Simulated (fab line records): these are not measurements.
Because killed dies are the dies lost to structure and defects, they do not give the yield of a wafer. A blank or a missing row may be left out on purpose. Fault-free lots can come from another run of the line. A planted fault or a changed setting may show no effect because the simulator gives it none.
Which tool did it? :: flow rit_cmos :: 6 lots with 18 wafers sampled at 3 steps, on a route of 202 steps

## WHAT THE GAUGES SHOWED, per wafer
RIT_PWELL_TW_MEAS_10.
lot: L573
measured: day 2 03:31
on: film_metro-03
PWELL_TW: 945 947 946

lot: L575
measured: day 2 13:53
on: film_metro-01
PWELL_TW: 962 968 964

lot: L577
measured: day 2 23:52
on: film_metro-03
PWELL_TW: 947 949 946

lot: L583
measured: day 4 05:22
on: film_metro-03
PWELL_TW: 1138 1140 1133

lot: L590
measured: day 5 17:20
on: film_metro-04
PWELL_TW: 954 954 960

lot: L592
measured: day 6 02:33
on: film_metro-04
PWELL_TW: 948 949 949

## TOOL THAT RAN EACH LOT (tool first, then ch and the chambers of the sampled wafers, then the start)
lot: L573
RIT_ACTIVE_STRIP_14: plasma_asher-02 ch 0,1, day 1 19:54
RIT_PWELL_IMPLANT_08: implanter-04 ch 0, day 2 03:14

lot: L575
RIT_ACTIVE_STRIP_14: plasma_asher-04 ch 0,1, day 2 05:58
RIT_PWELL_IMPLANT_08: implanter-03 ch 0, day 2 13:33

lot: L577
RIT_ACTIVE_STRIP_14: plasma_asher-02 ch 0,1, day 2 15:58
RIT_PWELL_IMPLANT_08: implanter-01 ch 0, day 2 23:32

lot: L583
RIT_ACTIVE_STRIP_14: plasma_asher-03 ch 0,1, day 3 21:56
RIT_PWELL_IMPLANT_08: implanter-03 ch 0, day 4 05:04

lot: L590
RIT_ACTIVE_STRIP_14: plasma_asher-02 ch 0,1, day 5 09:37
RIT_PWELL_IMPLANT_08: implanter-01 ch 0, day 5 17:02

lot: L592
RIT_ACTIVE_STRIP_14: plasma_asher-04 ch 0,1, day 5 18:58
RIT_PWELL_IMPLANT_08: implanter-01 ch 0, day 6 02:14
- RIT_ACTIVE_STRIP_14: strips in O2, time 180 s.
- RIT_PWELL_IMPLANT_08

## THE ANSWER, worked out from the rows above alone
Rule: usual is defined by the lots themselves. Put in order of their means at a reading, lots are off if they are a third of the lots or fewer, leave a main group of 4 or more, and stand apart from it by a gap of 3 or more times the standard deviation of the main group's means; of several such gaps the widest counts. Not used: any main group whose means are identical at the precision the tables above print for the reading. A lot without any number at a reading at which 4 lots or more have one is off too. The other lots that the step has rows for count as sound.
Off: L583, at RIT_PWELL_TW_MEAS_10 (PWELL_TW). The main group: mean 953, standard deviation 7.
A tool fits if, at a process step before that reading, it ran every lot that is off, and no sound lot after the first of them. Those tools and the gauges at RIT_PWELL_TW_MEAS_10 are tried in the same way. Can't be told from this: 3 tools fit, plasma_asher-03 at RIT_ACTIVE_STRIP_14, implanter-03 at RIT_PWELL_IMPLANT_08, film_metro-03 at RIT_PWELL_TW_MEAS_10.

## WHAT WAS PUT IN BY THE SIMULATOR
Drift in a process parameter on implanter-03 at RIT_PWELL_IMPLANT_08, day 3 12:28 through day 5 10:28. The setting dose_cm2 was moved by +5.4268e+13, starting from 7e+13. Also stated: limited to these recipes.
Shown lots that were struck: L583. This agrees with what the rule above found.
